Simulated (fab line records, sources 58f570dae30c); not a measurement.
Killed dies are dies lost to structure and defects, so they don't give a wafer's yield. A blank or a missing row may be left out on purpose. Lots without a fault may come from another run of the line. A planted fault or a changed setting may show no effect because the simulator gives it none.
Tool commonality check | flow berkeley_cmos170 | 13 lots, 42 wafers sampled

WHY IT WAS OPENED
At UCB170_CONTACT_THK_MEAS_02 the reading CONTACT_PSG_THK is flagged on 1 of 13 lots. Wafers without a fault read 703 nm, standard deviation 6.8.
Rule: a lot is flagged when every wafer of it that has a number lies more than 4 standard deviations from that mean, or none has a number. The other lots count as sound.

lot  | measured     | on            | CONTACT_PSG_THK (nm), wafer by wafer | flag
L421 | day 8 22:23  | film_metro-02 | 696 697 694                          |
L422 | day 9 09:22  | film_metro-02 | 704 696 688                          |
L423 | day 9 09:43  | film_metro-04 | 711 715 714                          |
L426 | day 9 20:40  | film_metro-04 | 694 695 696                          |
L425 | day 9 20:40  | film_metro-02 | 699 695 699                          |
L424 | day 9 20:41  | film_metro-03 | 701 700 701                          |
L435 | day 11 16:56 | film_metro-02 | 700 703 703                          |
L434 | day 11 18:05 | film_metro-04 | 589 590 585 590 591 585              | FLAGGED
L437 | day 11 19:53 | film_metro-02 | 711 705 712                          |
L439 | day 12 05:15 | film_metro-02 | 700 698 693                          |
L440 | day 12 05:16 | film_metro-03 | 700 699 696                          |
L441 | day 12 18:58 | film_metro-04 | 706 709 698                          |
L443 | day 13 05:02 | film_metro-04 | 695 699 696                          |
The numbers of the flagged lots are 588 nm on average: -115 nm against the usual, or -17 standard deviations.

WHICH TOOL RAN EACH LOT
The record holds 1 process step before the reading, out of a route of 331 steps. In each cell: the tool, then ch and the chambers that the sampled wafers went through, then the start.
lot  | flag    | UCB170_CONTACT_CVD_01
L421 |         | lpcvd-01 ch 0, day 8 20:37
L422 |         | lpcvd-02 ch 0, day 9 07:35
L423 |         | lpcvd-01 ch 0, day 9 07:55
L426 |         | lpcvd-02 ch 1, day 9 18:53
L425 |         | lpcvd-02 ch 1, day 9 18:53
L424 |         | lpcvd-02 ch 0, day 9 18:53
L435 |         | lpcvd-01 ch 1, day 11 15:08
L434 | FLAGGED | lpcvd-02 ch 1, day 11 16:18
L437 |         | lpcvd-02 ch 0, day 11 18:05
L439 |         | lpcvd-01 ch 0, day 12 03:28
L440 |         | lpcvd-01 ch 0, day 12 03:28
L441 |         | lpcvd-01 ch 1, day 12 17:10
L443 |         | lpcvd-01 ch 1, day 13 03:13
What these steps do:
- UCB170_CONTACT_CVD_01: deposits PSG from SiH4/O2/PH3, target thk 700 nm, time 2820 s.
- UCB170_CONTACT_THK_MEAS_02

FLAGGED OVER TOTAL, TOOL BY TOOL (the gauges that took the reading come last)
step                       | tool          | lots run | flagged | share of the flagged lots | sound lots run after its first flagged lot
UCB170_CONTACT_CVD_01      | lpcvd-01      | 7        | 0       | none                      | -
UCB170_CONTACT_CVD_01      | lpcvd-02      | 6        | 1       | all                       | 1 (L437)
UCB170_CONTACT_THK_MEAS_02 | film_metro-02 | 6        | 0       | none                      | -
UCB170_CONTACT_THK_MEAS_02 | film_metro-03 | 2        | 0       | none                      | -
UCB170_CONTACT_THK_MEAS_02 | film_metro-04 | 5        | 1       | all                       | 2 (L441,L443)

WHAT THE TABLE ALLOWS
2 rows of the table ran every flagged lot: lpcvd-02 at UCB170_CONTACT_CVD_01, film_metro-04 at UCB170_CONTACT_THK_MEAS_02.
- lpcvd-02 at UCB170_CONTACT_CVD_01: 1 of its 6 lots flagged. Sound lots ran on it after the first flagged one (L437), which a lasting fault on the whole tool wouldn't allow. Its own readings lie more than 4 standard deviations out on every wafer of the flagged lots: sih4_flow_sccm.
- film_metro-04 at UCB170_CONTACT_THK_MEAS_02: 1 of its 5 lots flagged. Sound lots ran on it after the first flagged one (L441, L443), which a lasting fault on the whole tool wouldn't allow.
No row of the table ran every flagged lot and no sound lot after the first.

WHAT THE SIMULATOR HAD PUT IN
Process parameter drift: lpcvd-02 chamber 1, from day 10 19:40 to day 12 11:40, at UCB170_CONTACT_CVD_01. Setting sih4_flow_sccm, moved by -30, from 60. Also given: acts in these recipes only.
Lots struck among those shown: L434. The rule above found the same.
